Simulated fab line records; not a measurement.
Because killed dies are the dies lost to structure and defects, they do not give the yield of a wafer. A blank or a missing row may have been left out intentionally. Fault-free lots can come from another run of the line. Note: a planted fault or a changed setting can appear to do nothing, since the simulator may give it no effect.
Split-lot experiment -- flow berkeley-cmos170 -- on a route of 331 steps: 5 lots, 23 wafers read

== THE SPLIT ITSELF ==
At UCB170_ZERO_ETCH_06 (etches SiO2 in CHF3/CF4/Ar, time 12 s), the setting over-etch-frac was moved away from the recipe's 1.58 on 5 of the 23 wafers read, by -27.1% to +26.5%. The other wafers ran this setting at the recipe's value.

The reading is taken at the split's own step.

== THE READING ==
oes-product-au, in a.u., at UCB170_ZERO_ETCH_06 (etches SiO2 in CHF3/CF4/Ar, time 12 s). A value of 0.621 a.u. with a standard deviation of 0.007 a.u. is what fault-free wafers of this fab line usually give.

wafer,"tool, chamber at the split",over-etch-frac as run,against the recipe,"oes-product-au, a.u.",against lot-mates on the recipe
L075.1,"rie-diel-02, 2",1.58,recipe,0.632,-
L075.2,"rie-diel-02, 0",1.58,recipe,0.628,-
L075.3,"rie-diel-02, 1",1.152,-27.1%,0.663,+0.032
L075.5,"rie-diel-02, 1",1.152,-27.1%,0.665,+0.034
L075.6,"rie-diel-02, 2",1.58,recipe,0.634,-
L079.1,"rie-diel-01, 0",1.58,recipe,0.611,-
L079.2,"rie-diel-01, 1",1.58,recipe,0.621,-
L079.3,"rie-diel-01, 2",1.58,recipe,0.619,-
L079.5,"rie-diel-01, 1",1.58,recipe,0.628,-
L079.6,"rie-diel-01, 0",1.58,recipe,0.617,-
L080.1,"rie-diel-01, 1",1.58,recipe,0.623,-
L080.3,"rie-diel-01, 0",1.58,recipe,0.616,-
L080.4,"rie-diel-01, 3",1.58,recipe,0.627,-
L080.5,"rie-diel-01, 3",1.58,recipe,0.615,-
L080.6,"rie-diel-01, 0",1.58,recipe,0.617,-
L082.2,"rie-diel-01, 1",1.58,recipe,0.619,-
L082.3,"rie-diel-01, 0",1.58,recipe,0.614,-
L082.6,"rie-diel-01, 3",1.58,recipe,0.618,-
L085.1,"rie-diel-01, 0",1.999,+26.5%,0.581,-0.040
L085.2,"rie-diel-01, 2",1.58,recipe,0.613,-
L085.3,"rie-diel-01, 3",1.999,+26.5%,0.583,-0.038
L085.4,"rie-diel-01, 1",1.58,recipe,0.630,-
L085.5,"rie-diel-01, 0",1.999,+26.5%,0.588,-0.033

FIT RESULTS
A straight line over all 23 wafers: oes-product-au changes by -0.00148 a.u. for each +1% of over-etch-frac; r = -0.95; the points scatter about the line by 0.0065 a.u.
The same after taking each lot's own level away (the mean of its wafers on the recipe; 23 wafers): -0.00132 a.u. for each +1%; r = -0.96; scatter 0.0049 a.u.
On that fit, the largest move of over-etch-frac shifts the reading by 0.036 a.u.
The lots' own levels span 0.6170 to 0.6313 a.u., that is 2.0 times the standard deviation above.
Hence the slope depends on the lot-to-lot level, as the two fits are not the same.
Check: +0.0366 a.u. against its lot-mates is what the line predicts for one of the wafers moved furthest among these (-27.1%) when that wafer is left out of the fit. Against them it came out at +0.0317 a.u.
Tool readings at the split's step, against how far the setting was moved: oes-product-au r = -0.95.

== FURTHER SPLITS ON THESE WAFERS ==
Other splits were also applied to these wafers ahead of the reading. Each is held against what the fit with the lots' levels taken away leaves over:
other split on the same wafers,wafers away from the commonest value,r with oes-product-au (lot level and that fit taken away)
UCB170_START_OXIDATION_02 temp-c,15,+0.00

== FILE'S OWN FIT ==
oes-product-au changes by -0.00131 a.u. for each +1% of over-etch-frac, r = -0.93.
